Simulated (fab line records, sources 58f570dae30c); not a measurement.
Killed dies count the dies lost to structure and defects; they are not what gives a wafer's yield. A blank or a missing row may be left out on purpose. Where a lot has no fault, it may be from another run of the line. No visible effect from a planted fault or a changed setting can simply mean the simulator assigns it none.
Which of the tools did it? + flow berkeleyCmos170 + Sampling: 15 lots, 45 wafers, 4 of 331 route steps

== WHAT EACH GAUGE READ, for each wafer ==
UCB170_FIELD_THK_MEAS_02. Usual: FIELD_OXIDE_THK typically reads 560 nm, with standard deviation 11.
| lot  | measured    | on           | FIELD_OXIDE_THK (nm) | flag |
|------|-------------|--------------|----------------------|------|
| L291 | day 4 09:08 | filmMetro-01 | 555 547 544          |      |
| L290 | day 4 09:09 | filmMetro-03 | 555 553 562          |      |
| L293 | day 5 02:24 | filmMetro-04 | 550 549 542          |      |
| L295 | day 5 07:04 | filmMetro-03 | 568 566 561          |      |
| L294 | day 5 07:05 | filmMetro-01 | 554 560 559          |      |
| L298 | day 6 09:30 | filmMetro-04 | 553 545 549          |      |
| L301 | day 6 22:47 | filmMetro-01 | 564 572 568          |      |
| L303 | day 7 12:34 | filmMetro-04 | 564 573 567          |      |
| L305 | day 7 20:25 | filmMetro-01 | 543 545 552          |      |
| L306 | day 7 20:25 | filmMetro-04 | 559 554 547          |      |
| L307 | day 8 06:05 | filmMetro-01 | 556 562 562          |      |
| L308 | day 8 12:55 | filmMetro-01 | 584 586 589          |      |
| L311 | day 9 04:33 | filmMetro-04 | 553 550 556          |      |
| L312 | day 9 04:34 | filmMetro-01 | 564 561 575          |      |
| L313 | day 9 11:31 | filmMetro-01 | 551 557 561          |      |

UCB170_SCREENOX_THK_MEAS_02. Usual: SCREENOX_OXIDE_THK typically reads 14.6 nm, with standard deviation 0.32.
| lot  | measured     | on           | SCREENOX_OXIDE_THK (nm) | flag |
|------|--------------|--------------|-------------------------|------|
| L291 | day 5 04:07  | filmMetro-04 | 22.7 22.9 22.8          | OFF  |
| L290 | day 5 01:06  | filmMetro-04 | 14.2 14.3 14.1          |      |
| L293 | day 5 17:58  | filmMetro-02 | 14.6 14.7 14.6          |      |
| L295 | day 5 22:23  | filmMetro-03 | 14.3 14.5 14.4          |      |
| L294 | day 6 01:40  | filmMetro-02 | 24.0 23.6 23.5          | OFF  |
| L298 | day 7 01:49  | filmMetro-03 | 14.4 14.5 14.6          |      |
| L301 | day 7 18:59  | filmMetro-04 | 21.9 21.9 21.7          | OFF  |
| L303 | day 8 06:46  | filmMetro-03 | 14.4 14.3 14.2          |      |
| L305 | day 8 13:08  | filmMetro-02 | 14.8 14.8 14.8          |      |
| L306 | day 8 13:08  | filmMetro-04 | 14.9 15.0 15.0          |      |
| L307 | day 8 22:38  | filmMetro-03 | 14.0 14.4 14.1          |      |
| L308 | day 9 04:40  | filmMetro-03 | 14.8 14.7 14.5          |      |
| L311 | day 9 19:40  | filmMetro-03 | 14.6 14.6 14.9          |      |
| L312 | day 9 19:41  | filmMetro-02 | 14.7 14.6 14.9          |      |
| L313 | day 10 01:42 | filmMetro-03 | 14.7 14.8 14.8          |      |

== WHICH TOOL RAN EACH LOT (tool, then ch and the chambers of the sampled wafers, then the start) ==
| lot  | UCB170_PWELL_ETCH_14             | UCB170_SCREENOX_OXIDATION_01                                  |
|------|----------------------------------|---------------------------------------------------------------|
| L291 | rieDiel-01 ch 0,1,3, day 2 22:19 | furnace-02 ch 0, day 4 23:25                                  |
| L290 | rieDiel-04 ch 0,1,2, day 2 22:34 | furnace-02 ch 0, day 4 23:25                                  |
| L293 | rieDiel-01 ch 1,3, day 3 15:06   | furnace-01 ch 0, day 5 16:19                                  |
| L295 | rieDiel-01 ch 0,1,3, day 3 22:39 | furnace-02 ch 0, day 5 20:43                                  |
| L294 | rieDiel-02 ch 2,3, day 3 22:42   | furnace-02 ch 0, day 5 20:43                                  |
| L298 | rieDiel-04 ch 1,3, day 4 19:50   | furnace-03 ch 0, day 7 00:07                                  |
| L301 | rieDiel-02 ch 0,3, day 5 10:15   | furnace-01 ch 0, day 7 15:13 and furnace-03 ch 0, day 7 17:19 |
| L303 | rieDiel-01 ch 0,2, day 5 19:52   | furnace-02 ch 0, day 8 05:06                                  |
| L305 | rieDiel-01 ch 0,2,3, day 6 05:52 | furnace-01 ch 0, day 8 11:28                                  |
| L306 | rieDiel-01 ch 0,1, day 6 08:13   | furnace-01 ch 0, day 8 11:28                                  |
| L307 | rieDiel-02 ch 0,1,3, day 6 15:23 | furnace-02 ch 0, day 8 20:58                                  |
| L308 | rieDiel-02 ch 0,3, day 6 21:36   | furnace-01 ch 0, day 9 02:58                                  |
| L311 | rieDiel-04 ch 2,3, day 7 15:10   | furnace-01 ch 0, day 9 18:01                                  |
| L312 | rieDiel-02 ch 1,2,3, day 7 15:28 | furnace-01 ch 0, day 9 18:01                                  |
| L313 | rieDiel-01 ch 0,1, day 8 02:02   | furnace-01 ch 0, day 10 00:01                                 |
- UCB170_PWELL_ETCH_14: etches Si3N4 in CH3F/Ar/O2, stops on SiO2, target depth 242 nm, time 151 s.
- UCB170_SCREENOX_OXIDATION_01: target thk 14.4 nm, ox time 2400 s.

== WHAT THE TOOLS THEMSELVES READ (means of the sampled wafers that have a number; where no wafer has one, the mark that the record gives instead) ==
UCB170_PWELL_ETCH_14. Usual: CH3F_flow_sccm 20.01 sccm, standard deviation 0.06; drypumpMotorCurrentA 5.7 A, standard deviation 0.44; oesProductAu 0.934 a.u., standard deviation 0.012; throttleValvePct 7.97 %, standard deviation 0.13.
| lot  | tool       | CH3F_flow_sccm (sccm) | drypumpMotorCurrentA (A) | oesProductAu (a.u.) | throttleValvePct (%) | flag |
|------|------------|-----------------------|--------------------------|---------------------|----------------------|------|
| L291 | rieDiel-01 | 20.03                 | 5.6                      | 0.936               | 7.96                 |      |
| L290 | rieDiel-04 | 19.99                 | 5.8                      | 0.930               | 8.09                 |      |
| L293 | rieDiel-01 | 19.95                 | 5.5                      | 0.952               | 7.95                 |      |
| L295 | rieDiel-01 | 20.02                 | 5.6                      | 0.940               | 7.95                 |      |
| L294 | rieDiel-02 | 19.97                 | 5.9                      | 0.935               | 7.92                 |      |
| L298 | rieDiel-04 | 20.03                 | 5.6                      | 0.929               | 8.10                 |      |
| L301 | rieDiel-02 | 19.91                 | 5.6                      | 0.921               | 8.10                 |      |
| L303 | rieDiel-01 | 20.08                 | 5.8                      | 0.937               | 7.95                 |      |
| L305 | rieDiel-01 | 20.02                 | 5.9                      | 0.947               | 7.88                 |      |
| L306 | rieDiel-01 | 20.06                 | 5.4                      | 0.913               | 8.01                 |      |
| L307 | rieDiel-02 | 20.00                 | 5.5                      | 0.924               | 7.96                 |      |
| L308 | rieDiel-02 | 19.99                 | 5.6                      | 0.916               | 8.10                 |      |
| L311 | rieDiel-04 | 20.00                 | 5.4                      | 0.933               | 8.16                 |      |
| L312 | rieDiel-02 | 20.04                 | 5.8                      | 0.933               | 7.91                 |      |
| L313 | rieDiel-01 | 19.98                 | 5.4                      | 0.929               | 8.02                 |      |

UCB170_SCREENOX_OXIDATION_01. Usual: zonePowerLoadPct at 26.5 %, with a standard deviation of 2.4.
| lot  | tool                  | zonePowerLoadPct (%) | flag |
|------|-----------------------|----------------------|------|
| L291 | furnace-02            | 22.6                 |      |
| L290 | furnace-02            | 22.6                 |      |
| L293 | furnace-01            | 28.3                 |      |
| L295 | furnace-02            | 22.6                 |      |
| L294 | furnace-02            | 22.8                 |      |
| L298 | furnace-03            | 25.8                 |      |
| L301 | furnace-01/furnace-03 | 26.9                 |      |
| L303 | furnace-02            | 22.7                 |      |
| L305 | furnace-01            | 28.5                 |      |
| L306 | furnace-01            | 28.1                 |      |
| L307 | furnace-02            | 22.7                 |      |
| L308 | furnace-01            | 28.3                 |      |
| L311 | furnace-01            | 28.5                 |      |
| L312 | furnace-01            | 28.5                 |      |
| L313 | furnace-01            | 28.2                 |      |

== THE ANSWER, worked out from the rows above alone ==
Rule: take the mean of a lot's wafers that have a number; if it is more than 3 standard deviations from the usual mean, the lot is off. A lot without any number at a reading at which 4 lots or more have one is off too. The other lots that the step has rows for count as sound. The gauges are gone through in route order, then the tools' own readings, and for those a lot's mean is taken as printed above. At the first step where some lot is off, the reading lying furthest off is the one used; lots without a number count as furthest.
Off: at UCB170_SCREENOX_THK_MEAS_02 (SCREENOX_OXIDE_THK), L291, L294, L301.
A tool fits if, at a process step before that reading, it ran every lot that is off, and no sound lot after the first of them. The gauges at UCB170_SCREENOX_THK_MEAS_02 are tried like those tools. Of those tried, none fits.

== WHAT HAD BEEN PUT IN BY THE SIMULATOR ==
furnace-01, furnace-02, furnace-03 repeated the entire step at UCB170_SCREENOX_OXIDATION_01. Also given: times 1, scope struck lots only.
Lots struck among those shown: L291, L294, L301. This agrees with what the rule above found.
